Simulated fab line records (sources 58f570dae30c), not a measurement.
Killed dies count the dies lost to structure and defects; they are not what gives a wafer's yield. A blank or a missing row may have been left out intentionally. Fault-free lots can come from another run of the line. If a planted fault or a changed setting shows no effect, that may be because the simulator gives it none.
Which tool was responsible? | flow berkeley cmos170 | 7 lots with 21 wafers sampled at 3 steps, on a route of 331 steps

== WHAT EACH GAUGE READ, for each wafer ==
UCB170_ACTIVE_CD_MEAS_13: target cd 1200 nm.
lot  | measured    | on        | cd nm (nm)
L920 | day 4 22:23 | cd sem-01 | 1201.7 1199.5 1199.7
L923 | day 5 07:00 | cd sem-01 | 1198.1 1198.7 1199.0
L926 | day 5 22:08 | cd sem-01 | 1173.2 1173.1 1172.7
L928 | day 6 07:21 | cd sem-02 | 1201.2 1202.4 1202.0
L936 | day 7 19:29 | cd sem-02 | 1198.4 1198.5 1198.6
L939 | day 8 19:44 | cd sem-02 | 1198.3 1198.5 1197.7
L941 | day 9 11:24 | cd sem-01 | 1200.6 1201.3 1200.6

== WHAT TOOL EACH LOT RAN ON (gives the tool, then ch and the chambers of the sampled wafers, and finally the start) ==
lot  | UCB170_PWELL_ETCH_14              | UCB170_ACTIVE_PEB_11
L920 | rie diel-04 ch 0,2,3, day 3 12:13 | litho track-02 ch 0, day 4 22:07
L923 | rie diel-02 ch 0,2,3, day 4 01:16 | litho track-02 ch 0, day 5 06:44
L926 | rie diel-01 ch 0,1, day 4 22:06   | litho track-02 ch 0, day 5 21:52
L928 | rie diel-01 ch 0,1,3, day 5 05:14 | litho track-03 ch 0, day 6 07:01
L936 | rie diel-02 ch 0,1,3, day 6 14:50 | litho track-03 ch 0, day 7 19:13
L939 | rie diel-01 ch 2,3, day 7 09:25   | litho track-02 ch 0, day 8 19:27
L941 | rie diel-01 ch 0,1,2, day 7 23:32 | litho track-02 ch 0, day 9 11:07
- UCB170_PWELL_ETCH_14: etches Si3N4 in CH3F/Ar/O2, stops on SiO2, target depth 242 nm, time 151 s.
- UCB170_ACTIVE_PEB_11

== THE ANSWER, worked out from the rows above alone ==
Rule: the usual values come from the lots themselves. The widest of any qualifying gaps counts: lots, ordered by their means at a reading, are off when they make up no more than a third of the lots, leave a main group of 4 or more, and stand apart from it by 3 or more times the standard deviation of that group's means. A main group is skipped when, at the precision printed for the reading in the tables above, its means are all equal. A lot without any number at a reading at which 4 lots or more have one is off too. Where the step has rows for the other lots, those lots are counted as sound.
Off: L926, at UCB170_ACTIVE_CD_MEAS_13 (cd nm). Mean 1199.7 nm and standard deviation 1.4 in the main group.
If a tool, at a process step before that reading, ran all the lots that are off and no sound lot after the first of them, it fits. The gauges at UCB170_ACTIVE_CD_MEAS_13 are tried like those tools. Of those tried, none fits.

== WHAT THE SIMULATOR PUT IN ==
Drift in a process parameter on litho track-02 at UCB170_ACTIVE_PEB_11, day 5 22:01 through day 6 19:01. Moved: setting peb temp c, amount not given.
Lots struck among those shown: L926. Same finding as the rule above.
